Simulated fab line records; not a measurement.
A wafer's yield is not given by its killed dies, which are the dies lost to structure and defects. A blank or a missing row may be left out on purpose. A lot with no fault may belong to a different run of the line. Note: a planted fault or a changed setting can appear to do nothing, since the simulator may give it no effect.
A single fault, viewed from 2 desks / flow rit-cmos / each desk has only its own numbers; what lay behind them comes last

AT THE TOOL OWNER'S DESK: lpcvd-02
The tool's own readings at RIT_ACTIVE_CVD_03 (deposits Si3N4 from SiH2Cl2/NH3, target thk 150 nm, time 1500 s): means of the sampled wafers that have a number, for each lot that ran on this tool. The brackets show how far a lot's mean lies from the usual mean; more than 4 standard deviations puts the lot out of limits, marked OUT.
Columns: A = spike-tc-centre-C at RIT_ACTIVE_CVD_03, usual 811.9 C; B = spike-tc-load-C at RIT_ACTIVE_CVD_03, usual 835.6 C; C = spike-tc-source-C at RIT_ACTIVE_CVD_03, usual 834.0 C; D = susceptor-temp-C at RIT_ACTIVE_CVD_03, usual 810.00 C
lot=L555; first seen here=day 1 23:24; A=810.6; B=836.8; C=835.3; D=810.00
lot=L556; first seen here=day 2 03:53; A=811.5; B=837.1; C=834.4; D=810.02
lot=L559; first seen here=day 2 20:11; A=823.0 (+7.4) OUT; B=847.9 (+6.1) OUT; C=847.7 (+9.2) OUT; D=809.48
Finding of this desk: L559 out of limits; the first was L559 at day 2 20:11, on spike-tc-centre-C at RIT_ACTIVE_CVD_03. Within limits: L555, L556.

FROM THE METROLOGY DESK
Lot by lot, what the gauges showed, no matter which tool ran the lot: averages of those sampled wafers that carry a number. The brackets show how far a lot's mean lies from the usual mean; more than 4 standard deviations puts the lot out of limits, marked OUT.
Columns: A = ACTIVE_NITRIDE_THK at RIT_ACTIVE_THK_MEAS_04, usual 150.2 nm
lot=L553; first seen here=day 1 14:51; A=152.2
lot=L554; first seen here=day 1 20:28; A=147.9
lot=L555; first seen here=day 2 00:49; A=148.9
lot=L556; first seen here=day 2 05:19; A=149.5
lot=L557; first seen here=day 2 09:47; A=150.1
lot=L559; first seen here=day 2 22:19; A=187.4 (+31) OUT
lot=L562; first seen here=day 3 12:40; A=149.1
lot=L563; first seen here=day 3 17:03; A=150.5
lot=L569; first seen here=day 4 22:59; A=150.8
lot=L573; first seen here=day 5 17:52; A=150.3
lot=L575; first seen here=day 6 04:23; A=150.5
lot=L576; first seen here=day 6 09:23; A=148.2
This desk reports L559 out of limits; the earliest was L559 at day 2 22:19 (ACTIVE_NITRIDE_THK at RIT_ACTIVE_THK_MEAS_04). Within limits: L553, L554, L555, L556, L557, L562, L563, L569, L573, L575, L576.

TAKEN TOGETHER
The tool owner's desk had the chance to raise an alarm at day 2 20:11 on L559.
Metrology desk: alarm possible at day 2 22:19 on L559.
All the named lots went through RIT_ACTIVE_CVD_03 on lpcvd-02.

WHAT THE SIMULATOR HAD INSERTED
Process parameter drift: lpcvd-02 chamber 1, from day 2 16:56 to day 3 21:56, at RIT_ACTIVE_CVD_03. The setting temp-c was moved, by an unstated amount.
Shown lots that were struck: L559.
Counting hours from when the fault started, the first reading out of limits came at 3 for the tool owner's desk and at 5 for the metrology desk.
